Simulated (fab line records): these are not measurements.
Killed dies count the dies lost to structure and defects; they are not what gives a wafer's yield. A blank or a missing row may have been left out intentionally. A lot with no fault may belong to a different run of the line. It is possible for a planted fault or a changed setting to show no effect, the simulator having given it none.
Comparing a struck lot with a sound one -- flow ritCmos -- 15 steps out of a route of 202
Sound: wafers L175.2, L175.4, L175.5. Wafers struck: L185.1, L185.3, L185.4. Last of all comes the cause.
Order at every step that has rows: each side's tool, ch and its chambers, its first start. Under that, the readings that differ: sound wafers -- struck wafers -- difference of the means -- sigmas: that difference in standard deviations of wafers without a fault.
alike: words and numbers the same on both sides, and readings whose means are apart by under 2 such deviations; not compared: readings that were withheld, readings missing a value for some wafer, numbers with overlapping values and no deviation given by the record, and bounds like >300 which may hide the same value.
A row with sigmas, a row that says differs or no value, or rows on one side alone: a step with any of these is where the two part. Non-overlapping numbers with no deviation appear without sigmas and do not part them. A reading that every wafer of one side lacks parts them only if that side has two wafers or more.

first, 6 steps without rows for these wafers: RIT_CONTACT_HMDS_02 (prime time 60 s); RIT_CONTACT_COAT_03 (resist thk 1000 nm); RIT_CONTACT_SOFTBAKE_04 (time 60 s); RIT_CONTACT_EXPOSE_05 (exposes mask M11, target cd 1000 nm); RIT_CONTACT_PEB_06; RIT_CONTACT_DEVELOP_07 (develop time 120 s).
RIT_CONTACT_CD_MEAS_08: the cd target is 1000 nm.
  sound on cdSem-01 at day 4 09:26; struck on cdSem-01 at day 6 11:46
  alike: cdNm
RIT_CONTACT_OVL_MEAS_09:
  sound on overlay-02 at day 4 09:32; struck on overlay-01 at day 6 11:53
  alike: CONTACT_OVL
then, 1 step without rows for these wafers: RIT_CONTACT_HARDBAKE_10 (time 60 s).
RIT_CONTACT_ETCH_11: etches SiO2 in CHF3/CF4/Ar, stops on TiSi2, target depth 480 nm, time 320 s.
  sound on rieDiel-03 ch 0,1,2, day 4 09:43; struck on rieDiel-03 ch 1,2,3, day 6 12:05
  alike: drypumpMotorCurrentA, oesProductAu, throttleValvePct
  not compared: rfHoursCounterH
RIT_CONTACT_STRIP_12: strips in O2, time 180 s.
  sound on plasmaAsher-02 ch 0,1, day 4 09:55; struck on plasmaAsher-04 ch 0,1, day 6 12:16
  alike: drypumpMotorCurrentA
  not compared: rfHoursCounterH
RIT_CONTACT_CD_MEAS_90: the cd target is 1000 nm.
  sound on cdSem-01 at day 4 10:06; struck on cdSem-02 at day 6 12:27
  alike: cdNm
RIT_CONTACT_CLEAN_13: cleans in SC1, time 600 s.
  sound on wetBench-04 ch 0, day 4 10:12; struck on wetBench-04 ch 1, day 6 12:34
reading,sound,struck,difference,sigmas
runLengthS (s),626 626 626,592 592 592,-34,-11
then, 1 step without rows for these wafers: RIT_CONTACT_CLEAN_14 (cleans in SC2, time 600 s).
RIT_M1_PROBE_99:
  sound on prober-02 at day 4 14:38; struck on prober-02 at day 6 17:16
  alike: killedAtContacts, killedAtFrontEnd, killedDies, killedOpen, killedShort

== WHERE THEY PART ==
Only at RIT_CONTACT_CLEAN_13, within this record. Later steps at which nothing parts them and some readings are alike: RIT_M1_PROBE_99.

WHY: whatever the simulator had introduced
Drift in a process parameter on wetBench-04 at RIT_CONTACT_CLEAN_13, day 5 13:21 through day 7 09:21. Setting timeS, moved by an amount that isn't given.
